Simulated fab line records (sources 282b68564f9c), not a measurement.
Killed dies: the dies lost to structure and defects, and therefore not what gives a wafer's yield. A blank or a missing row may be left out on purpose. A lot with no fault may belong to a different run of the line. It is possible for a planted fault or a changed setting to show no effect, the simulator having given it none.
Which tool is to blame? -- flow rit cmos -- 7 lots, 21 wafers sampled, at 3 steps of a route of 202

WHAT EACH GAUGE READ, for each wafer
RIT_M1_CD_MEAS_90: the cd target is 2600 nm.
lot,measured,on,cd nm (nm)
L480,day 4 10:40,cd sem-02,- - -
L488,day 6 05:54,cd sem-01,2599.4 2595.7 2601.6
L490,day 6 11:54,cd sem-01,2599.7 2598.0 2603.5
L492,day 7 01:01,cd sem-01,2602.8 2603.4 2603.4
L493,day 7 11:32,cd sem-02,2598.1 2597.3 2599.1
L496,day 7 18:07,cd sem-01,2597.3 2599.9 2599.3
L498,day 8 08:56,cd sem-01,2596.6 2596.5 2598.1

WHICH TOOL RAN EACH LOT (tool, then ch and the chambers of the sampled wafers, then the start)
lot,RIT_PSD_STRIP_09,RIT_M1_EXPOSE_06
L480,"plasma asher-01 ch 0,1, day 4 04:05","iline stepper-02, day 4 09:15"
L488,"plasma asher-02 ch 0, day 5 23:29","iline stepper-01 ch 0, day 6 04:33"
L490,"plasma asher-02 ch 0,1, day 6 05:41","iline stepper-01 ch 0, day 6 10:33"
L492,"plasma asher-02 ch 0,1, day 6 18:26","iline stepper-01 ch 0, day 6 23:36"
L493,"plasma asher-03 ch 0,1, day 7 05:11","iline stepper-02 ch 0, day 7 10:08"
L496,"plasma asher-01 ch 0,1, day 7 11:46","iline stepper-02 ch 0, day 7 16:46"
L498,"plasma asher-03 ch 1, day 8 02:10","iline stepper-02 ch 0, day 8 07:10"
- RIT_PSD_STRIP_09: strips in O2, time 180 s.
- RIT_M1_EXPOSE_06: exposes mask M12, target cd 2600 nm.

THE ANSWER, worked out from the rows above alone
Rule: what is usual is taken from the lots themselves. The widest of any qualifying gaps counts: lots, ordered by their means at a reading, are off when they make up no more than a third of the lots, leave a main group of 4 or more, and stand apart from it by 3 or more times the standard deviation of that group's means. Not used: any main group whose means are identical at the precision the tables above print for the reading. A lot without any number at a reading at which 4 lots or more have one is off too. The other lots that the step has rows for count as sound.
Off at RIT_M1_CD_MEAS_90 (cd nm): L480. Without a number there: L480. For the main group the mean is 2599.4 nm and the standard deviation 2.
If a tool, at a process step before that reading, ran all the lots that are off and no sound lot after the first of them, it fits. Those tools and the gauges at RIT_M1_CD_MEAS_90 are tried in the same way. Of those tried, none fits.

WHAT THE SIMULATOR HAD INSERTED
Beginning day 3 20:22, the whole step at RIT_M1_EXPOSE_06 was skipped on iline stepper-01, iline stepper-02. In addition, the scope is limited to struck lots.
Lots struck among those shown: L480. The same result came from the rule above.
